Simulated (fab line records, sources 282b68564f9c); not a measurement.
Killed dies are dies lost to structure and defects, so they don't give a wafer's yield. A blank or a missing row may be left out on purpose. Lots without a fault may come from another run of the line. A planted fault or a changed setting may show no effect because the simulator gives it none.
A struck lot beside a sound one | flow rit_cmos | 18 steps out of a route of 202
Sound: wafers L543.1, L543.2, L543.3. Struck: wafers L550.1, L550.2, L550.4. The cause comes at the end.
At each step with rows: each side's tool, then ch and its chambers, then its first start. Under that, the readings that differ: sound wafers | struck wafers | difference of the means | sigmas: that difference in standard deviations of wafers without a fault.
alike: readings whose means differ by less than 2 such deviations, and words and numbers that are the same on both sides. not compared: withheld readings, readings that some wafer has no value for, bounds like >300 that may hide the same value, and numbers for which the record gives no deviation and whose values overlap.
The two part at a step that has a row with sigmas, a row that says differs or no value, or rows on one side only. Numbers that don't overlap but have no deviation are shown without sigmas and don't part them. A reading that every wafer of one side lacks parts them only if that side has two wafers or more.

first, 4 steps without rows for these wafers: RIT_PSD_SOFTBAKE_02 (time 60 s); RIT_PSD_EXPOSE_03 (exposes mask M10, target cd 40900 nm); RIT_PSD_PEB_04; RIT_PSD_DEVELOP_05 (develop time 50 s).
RIT_PSD_OVL_MEAS_06:
  sound on overlay-01, day 3 21:02; struck on overlay-02, day 5 06:56
  alike: PSD_OVL
then, 2 steps without rows for these wafers: RIT_PSD_HARDBAKE_07 (time 60 s); RIT_PSD_IMPLANT_08.
RIT_PSD_STRIP_09: strips in O2, time 180 s.
  sound on plasma_asher-02 ch 0,1, day 3 21:22; struck on plasma_asher-01 ch 0,1, day 5 07:16
  alike: drypump_motor_current_A
  not compared: rf_hours_counter_h
RIT_PSD_TW_MEAS_10:
  sound on film_metro-04, day 3 21:32; struck on film_metro-02, day 5 07:26
  alike: PSD_TW
then, 3 steps without rows for these wafers: RIT_SDANNEAL_CLEAN_00 (cleans in SC1, time 600 s); RIT_SDANNEAL_CLEAN_01 (cleans in dHF, time 30 s); RIT_SDANNEAL_CLEAN_02 (cleans in SC2, time 600 s).
RIT_SDANNEAL_RTA_03: time 5 s.
  sound on rtp_anneal-02 ch 0, day 3 22:19; struck on rtp_anneal-01 ch 0, day 5 07:52
  reading           | sound                | struck               | difference | sigmas
  anneal_temp_c_max | 1052.3 1053.0 1053.0 | 1055.4 1053.4 1054.8 | +1.8       | +2
  alike: ramp_up_c_per_s, wafer_temp_C_max
RIT_SDANNEAL_RS_MEAS_04: measures by four-point-probe.
  sound on film_metro-04, day 3 22:22; struck on film_metro-02, day 5 07:56
  reading         | sound             | struck            | difference | sigmas
  PSD_RS (ohm/sq) | 115.8 115.8 115.5 | 114.0 114.1 114.0 | -1.7       | -5
RIT_SDANNEAL_RS_MEAS_05: measures by four-point-probe.
  sound on film_metro-04, day 3 22:29; struck on film_metro-02, day 5 08:03
  alike: NSD_RS
RIT_SDANNEAL_RS_MEAS_06: measures by four-point-probe.
  sound on film_metro-04, day 3 22:37; struck on film_metro-02, day 5 08:10
  reading          | sound             | struck            | difference | sigmas
  PLDD_RS (ohm/sq) | 178.7 178.2 178.3 | 176.5 176.7 176.7 | -1.8       | -4
RIT_SDANNEAL_RS_MEAS_07: measures by four-point-probe.
  sound on film_metro-04, day 3 22:44; struck on film_metro-02, day 5 08:17
  alike: NLDD_RS
RIT_M1_PROBE_99:
  sound on prober-02, day 4 06:29; struck on prober-01, day 5 15:27
  reading                                 | sound                | struck               | difference | sigmas
  model.etest.vpnp.gain                   | 1.088 1.058 1.09     | 1.113 1.13 1.102     | +0.036     |
  model.etest.diode_pplus_comb.cj_ff_um2  | 1.997 2.017 2.013    | 2.046 2.038 2.052    | +0.036     |
  model.etest.diode_pplus_nwell.cj_ff_um2 | 1.667 1.703 1.695    | 1.735 1.713 1.761    | +0.048     |
  model.etest.cap_p_gate.vfb_v (V)        | 0.9646 0.9665 0.9719 | 0.9748 0.9724 0.9741 | +0.0061    |
  alike: killed_at_front_end, killed_dies, killed_open, killed_short
  not compared: model.etest.contact_nplus.end_ohm_um, model.etest.pmos_0p15.vt_sat_v, model.etest.pmos_0p15.overlap_ff_um

WHERE THEY PART
First at RIT_SDANNEAL_RTA_03; last, within this record, at RIT_SDANNEAL_RS_MEAS_06. Later steps at which nothing parts them and some readings are alike: RIT_SDANNEAL_RS_MEAS_07, RIT_M1_PROBE_99.

WHY: what the simulator had put in
Process parameter drift: rtp_anneal-01, from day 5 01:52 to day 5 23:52, at RIT_SDANNEAL_RTA_03. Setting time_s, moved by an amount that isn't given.
